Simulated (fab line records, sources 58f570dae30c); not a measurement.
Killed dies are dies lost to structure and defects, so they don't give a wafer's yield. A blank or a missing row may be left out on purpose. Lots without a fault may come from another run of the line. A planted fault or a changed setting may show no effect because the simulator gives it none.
Which tool did it? | flow berkeley_cmos170 | 12 lots, 36 wafers sampled, at 2 steps of a route of 331

WHAT THE GAUGES READ, wafer by wafer
UCB170_GATE_CD_MEAS_12: target cd 350 nm.
lot  | measured     | on        | cd_nm (nm)
L075 | day 6 05:18  | cd_sem-01 | 349.3 348.5 348.2
L077 | day 6 05:01  | cd_sem-02 | 349.0 349.8 349.3
L079 | day 6 14:50  | cd_sem-02 | 352.0 351.8 352.3
L081 | day 7 03:18  | cd_sem-02 | 348.7 349.5 349.4
L083 | day 7 20:16  | cd_sem-02 | 350.5 349.9 349.4
L086 | day 7 20:55  | cd_sem-02 | 348.8 349.5 348.8
L087 | day 7 21:16  | cd_sem-02 | 351.0 353.4 351.0
L089 | day 8 20:20  | cd_sem-02 | 352.4 349.7 350.3
L091 | day 9 07:02  | cd_sem-02 | 350.7 351.1 350.3
L093 | day 9 23:17  | cd_sem-01 | 347.0 346.8 348.0
L096 | day 10 10:19 | cd_sem-02 | 350.7 348.2 349.9
L097 | day 10 20:25 | cd_sem-02 | 349.9 350.3 349.2

WHICH TOOL RAN EACH LOT (tool, then ch and the chambers of the sampled wafers, then the start)
lot  | UCB170_NWELL_STRIP_15
L075 | plasma_asher-03 ch 0,1, day 2 17:26
L077 | plasma_asher-03 ch 0,1, day 2 22:11
L079 | plasma_asher-04 ch 0,1, day 3 09:07
L081 | plasma_asher-02 ch 0,1, day 3 16:37
L083 | plasma_asher-04 ch 0,1, day 4 03:18
L086 | plasma_asher-03 ch 1, day 4 15:52
L087 | plasma_asher-02 ch 0,1, day 4 20:17
L089 | plasma_asher-02 ch 0,1, day 5 07:31
L091 | plasma_asher-03 ch 0,1, day 5 19:01
L093 | plasma_asher-03 ch 0,1, day 6 02:56
L096 | plasma_asher-04 ch 0,1, day 6 20:26
L097 | plasma_asher-04 ch 0,1, day 6 23:20
- UCB170_NWELL_STRIP_15: strips in O2.

THE ANSWER, worked out from the rows above alone
Rule: what is usual is taken from the lots themselves. Put in order of their means at a reading, lots are off if they are a third of the lots or fewer, leave a main group of 4 or more, and stand apart from it by a gap of 3 or more times the standard deviation of the main group's means; of several such gaps the widest counts. A main group whose means are all the same, to the digits that the tables above print for the reading, isn't used. A lot without any number at a reading at which 4 lots or more have one is off too. The other lots that the step has rows for count as sound.
No lot is off at any reading shown: from this, nothing can be told.

WHAT THE SIMULATOR HAD PUT IN
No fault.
